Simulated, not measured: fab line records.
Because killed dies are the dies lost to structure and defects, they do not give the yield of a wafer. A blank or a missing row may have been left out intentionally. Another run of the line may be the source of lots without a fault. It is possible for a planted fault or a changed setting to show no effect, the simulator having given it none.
Struck lot and sound lot, side by side -- flow rit cmos -- 17 steps out of a route of 202
Sound: these wafers, L823.1, L823.2, L823.5. Struck: wafers L833.4, L833.6 (left out: L833.1, a lot-mate that was not struck); the cause follows at the end.
Each step with rows lists, per side, the tool, then ch with its chambers, then its first start. Under that, the readings that differ: sound wafers -- struck wafers -- difference of the means -- sigmas: that difference in standard deviations of wafers without a fault.
alike: a reading whose means differ by less than 2 such deviations, as well as words and numbers matching on both sides. not compared: withheld readings; readings where some wafer has no value; bounds like >300 that might hide an equal value; numbers whose values overlap and for which the record gives no deviation.
The two part at a step that has a row with sigmas, a row that says differs or no value, or rows on one side only. Non-overlapping numbers with no deviation appear without sigmas and do not part them. Lack of a reading on every wafer of one side parts them only where that side has two or more wafers.

first, 1 step without rows for these wafers: RIT_PSD_IMPLANT_08.
RIT_PSD_STRIP_09: strips in O2, time 180 s.
  sound on plasma asher-02 ch 0,1, day 3 06:10; struck on plasma asher-01 ch 1, day 5 08:23
  alike: drypump motor current A
  not compared: rf hours counter h
RIT_PSD_TW_MEAS_10:
  struck on film metro-03, day 5 08:34; sound on film metro-03, day 3 06:20
  alike: PSD_TW
then, 3 steps without rows for these wafers: RIT_SDANNEAL_CLEAN_00 (cleans in SC1, time 600 s); RIT_SDANNEAL_CLEAN_01 (cleans in dHF, time 30 s); RIT_SDANNEAL_CLEAN_02 (cleans in SC2, time 600 s).
RIT_SDANNEAL_RTA_03: time 5 s.
  sound on rtp anneal-01 ch 0, day 3 06:46; struck on rtp anneal-01 ch 0, day 5 08:59
  alike: wafer_temp_C_max
RIT_SDANNEAL_RS_MEAS_04: uses a four-point probe to measure.
  struck on film metro-03, day 5 09:02; sound on film metro-04, day 3 06:50
reading,sound,struck,difference,sigmas
PSD_RS (ohm/sq),116.0 115.5 115.6,116.7 116.3,+0.8,+2
RIT_SDANNEAL_RS_MEAS_05: uses a four-point probe to measure.
  struck on film metro-03, day 5 09:10; sound on film metro-04, day 3 06:57
  alike: NSD_RS
RIT_SDANNEAL_RS_MEAS_06: uses a four-point probe to measure.
  struck on film metro-03, day 5 09:17; sound on film metro-04, day 3 07:04
reading,sound,struck,difference,sigmas
PLDD_RS (ohm/sq),178.5 177.5 177.7,180.2 179.7,+2.0,+4
RIT_SDANNEAL_RS_MEAS_07: uses a four-point probe to measure.
  struck on film metro-03, day 5 09:24; sound on film metro-04, day 3 07:11
reading,sound,struck,difference,sigmas
NLDD_RS (ohm/sq),150.5 151.0 151.1,152.3 152.6,+1.6,+3
then, 1 step without rows for these wafers: RIT_SILICIDE_WET_ETCH_00 (etches SiO2 in BOE, target depth 14 nm, time 15 s).
RIT_SILICIDE_SPUTTER_01: material Ti, target thk 30 nm, time 240 s.
  struck on pvd sputter-03, day 5 09:32; sound on pvd sputter-03, day 3 07:19
reading,sound,struck,difference,sigmas
model.Ti_of_SILICIDE_SPUTTER_01.thk nm (nm),30.3 30.12 30.14,28.03 28.1,-2.12,
  alike: throttle valve pct
RIT_SILICIDE_RS_MEAS_02: uses a four-point probe to measure.
  struck on film metro-01, day 5 09:41; sound on film metro-03, day 3 07:28
reading,sound,struck,difference,sigmas
SILICIDE_TI_RS (ohm/sq),47.4 47.6 47.6,52.0 52.0,+4.5,+7
RIT_SILICIDE_THK_MEAS_03: measures by xrf.
  struck on film metro-01, day 5 09:49; sound on film metro-03, day 3 07:35
reading,sound,struck,difference,sigmas
SILICIDE_TI_THK (nm),30.4 30.2 30.3,28.0 28.2,-2.2,-6
RIT_SILICIDE_RTA_04: time 10 s, ramp up 5 s, ramp down 5 s.
  sound on rtp anneal-02 ch 0, day 3 07:39; struck on rtp anneal-02 ch 0, day 5 09:52
  alike: wafer_temp_C_max
RIT_M1_PROBE_99:
  struck on prober-02, day 5 16:54; sound on prober-02, day 3 14:18
reading,sound,struck,difference,sigmas
model.etest.contact nplus.end ohm um,43.15 43.44 43.46,39.08 39.02,-4.30,
model.etest.npoly line.rs ohm sq,16.81 16.93 16.89,17.77 17.69,+0.85,
model.etest.ppoly line.rs ohm sq,16.33 16.36 16.38,17.24 17.2,+0.86,
model.etest.npoly sal.rs ohm sq,4.305 4.354 4.31,4.583 4.59,+0.264,
model.etest.ppoly sal.rs ohm sq,4.279 4.346 4.282,4.531 4.519,+0.223,
model.etest.pplus sal.rs ohm sq,4.256 4.288 4.29,4.534 4.538,+0.258,
model.etest.nplus sal.rs ohm sq,4.259 4.286 4.265,4.53 4.488,+0.24,
  alike: killed_at_M0_to_M3, killed at contacts, killed at front end, killed dies, killed open, killed short
  not compared: model.etest.contact pplus.end ohm um

## WHERE THEY PART
First at RIT_SDANNEAL_RS_MEAS_04; last, within this record, at RIT_SILICIDE_THK_MEAS_03. Later steps at which nothing parts them and some readings are alike: RIT_SILICIDE_RTA_04, RIT_M1_PROBE_99.

WHY: what the simulator had put in
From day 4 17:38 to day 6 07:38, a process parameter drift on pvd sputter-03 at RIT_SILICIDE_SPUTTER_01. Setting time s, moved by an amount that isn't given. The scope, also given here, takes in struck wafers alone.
